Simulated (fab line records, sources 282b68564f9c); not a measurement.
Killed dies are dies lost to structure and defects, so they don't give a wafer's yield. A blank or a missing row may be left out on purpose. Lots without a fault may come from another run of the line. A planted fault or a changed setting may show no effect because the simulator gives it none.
Which tool did it? | flow rit_cmos | 14 lots, 42 wafers sampled, at 3 steps of a route of 202

WHAT THE GAUGES READ, wafer by wafer
RIT_NRETRO_OVL_MEAS_06. Usual: NRETRO_OVL 0.1 nm, standard deviation 1.3.
lot  | measured    | on         | NRETRO_OVL (nm) | flag
L168 | day 2 11:31 | overlay-02 | 0.5 0.5 0.1     |
L170 | day 2 22:07 | overlay-01 | 1.6 1.0 1.0     |
L171 | day 3 03:05 | overlay-01 | 0.2 -1.7 0.9    |
L172 | day 3 10:05 | overlay-01 | -0.4 -1.0 -0.6  |
L173 | day 3 15:08 | overlay-01 | -0.2 -0.1 -0.9  |
L174 | day 3 19:58 | overlay-02 | 0.3 0.6 -0.1    |
L180 | day 5 02:18 | overlay-02 | -2.6 -2.8 -1.5  |
L181 | day 5 07:36 | overlay-01 | 2.8 2.0 1.9     |
L182 | day 5 11:23 | overlay-01 | -0.2 -1.7 -0.7  |
L183 | day 5 16:21 | overlay-02 | 2.5 1.1 0.9     |
L186 | day 6 05:36 | overlay-02 | 0.2 1.0 0.3     |
L187 | day 6 16:08 | overlay-01 | 0.7 -0.3 -0.8   |
L189 | day 6 21:22 | overlay-02 | 2.0 0.8 1.2     |
L190 | day 7 03:56 | overlay-01 | -1.8 -1.2 -0.8  |

RIT_CONTACT_THK_MEAS_01. Usual: CONTACT_TEOS_THK 401 nm, standard deviation 4.8.
lot  | measured    | on            | CONTACT_TEOS_THK (nm) | flag
L168 | day 3 10:41 | film_metro-01 | 404 402 406           |
L170 | day 3 19:53 | film_metro-02 | 394 406 407           |
L171 | day 4 02:48 | film_metro-04 | 399 404 406           |
L172 | day 4 08:26 | film_metro-04 | 402 399 401           |
L173 | day 4 15:13 | film_metro-02 | 393 392 396           |
L174 | day 4 20:43 | film_metro-04 | 401 400 411           |
L180 | day 6 01:14 | film_metro-02 | 401 511 412           | OFF
L181 | day 6 08:11 | film_metro-02 | 400 394 401           |
L182 | day 6 13:54 | film_metro-02 | 399 509 519           | OFF
L183 | day 6 15:48 | film_metro-01 | 393 395 391           |
L186 | day 7 05:10 | film_metro-04 | 398 396 403           |
L187 | day 7 12:47 | film_metro-04 | 402 403 404           |
L189 | day 8 08:23 | film_metro-02 | 401 399 405           |
L190 | day 8 12:57 | film_metro-04 | 400 399 399           |

WHICH TOOL RAN EACH LOT (tool, then ch and the chambers of the sampled wafers, then the start)
lot  | RIT_CONTACT_CVD_00
L168 | pecvd-01 ch 0,1, day 3 10:38
L170 | pecvd-03 ch 0,1,2, day 3 19:50
L171 | pecvd-01 ch 0,1, day 4 02:45
L172 | pecvd-04 ch 0,1,2, day 4 08:23
L173 | pecvd-03 ch 0,1,2, day 4 15:10
L174 | pecvd-01 ch 1,2, day 4 20:40
L180 | pecvd-01 ch 0,1,2, day 6 01:11
L181 | pecvd-03 ch 0,1, day 6 08:08
L182 | pecvd-01 ch 0,2, day 6 13:51
L183 | pecvd-04 ch 0,1,2, day 6 15:45
L186 | pecvd-03 ch 0,2, day 7 05:07
L187 | pecvd-04 ch 0,1,2, day 7 12:43
L189 | pecvd-03 ch 0,2, day 8 08:20
L190 | pecvd-04 ch 0,1,2, day 8 12:54
- RIT_CONTACT_CVD_00: deposits SiO2 from TEOS, target thk 400 nm, time 61 s.

WHAT THE TOOLS THEMSELVES READ (means of the sampled wafers that have a number; where no wafer has one, the mark that the record gives instead)
RIT_CONTACT_CVD_00. Usual: heater_power_w 317 W, standard deviation 45; run_length_s 88.8 s, standard deviation 0.57.
lot  | tool     | heater_power_w (W) | run_length_s (s) | flag
L168 | pecvd-01 | 290                | 88.5             |
L170 | pecvd-03 | 318                | 89.1             |
L171 | pecvd-01 | 311                | 88.4             |
L172 | pecvd-04 | 312                | 89.1             |
L173 | pecvd-03 | 344                | 88.9             |
L174 | pecvd-01 | 336                | 88.8             |
L180 | pecvd-01 | 333                | 94.1             | OFF
L181 | pecvd-03 | 311                | 88.7             |
L182 | pecvd-01 | 351                | 99.5             | OFF
L183 | pecvd-04 | 301                | 88.9             |
L186 | pecvd-03 | 358                | 89.0             |
L187 | pecvd-04 | 312                | 88.9             |
L189 | pecvd-03 | 381                | 89.0             |
L190 | pecvd-04 | 301                | 89.4             |

THE ANSWER, worked out from the rows above alone
Rule: a lot is off if the mean of its wafers that have a number lies more than 3 standard deviations from the usual mean. A lot without any number at a reading at which 4 lots or more have one is off too. The other lots that the step has rows for count as sound. The gauges are gone through in route order, then the tools' own readings, and for those a lot's mean is taken as printed above. The first step at which some lot is off is used, and at that step the reading that is off furthest; a lot without a number counts as furthest.
Off: L180, L182, at RIT_CONTACT_THK_MEAS_01 (CONTACT_TEOS_THK).
A tool fits if, at a process step before that reading, it ran every lot that is off, and no sound lot after the first of them. The gauges at RIT_CONTACT_THK_MEAS_01 aren't tried: what is off there is off at RIT_CONTACT_CVD_00 too, on other tools, and a gauge's error can't cause that. One fits: pecvd-01 at RIT_CONTACT_CVD_00. Its last sound lot is L174 (day 4 20:40), its first lot that is off L180 (day 6 01:11): a fault that began between those two fits.
The tool's own readings at RIT_CONTACT_CVD_00 bear it out: on the lots that are off they differ by more than 5 times the standard deviation of the sound lots' means. run_length_s reads 96.8 s there against 88.9 s on the sound lots.

WHAT THE SIMULATOR HAD PUT IN
Process parameter drift: pecvd-01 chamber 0, from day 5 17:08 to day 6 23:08, at RIT_CONTACT_CVD_00. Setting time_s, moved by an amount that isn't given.
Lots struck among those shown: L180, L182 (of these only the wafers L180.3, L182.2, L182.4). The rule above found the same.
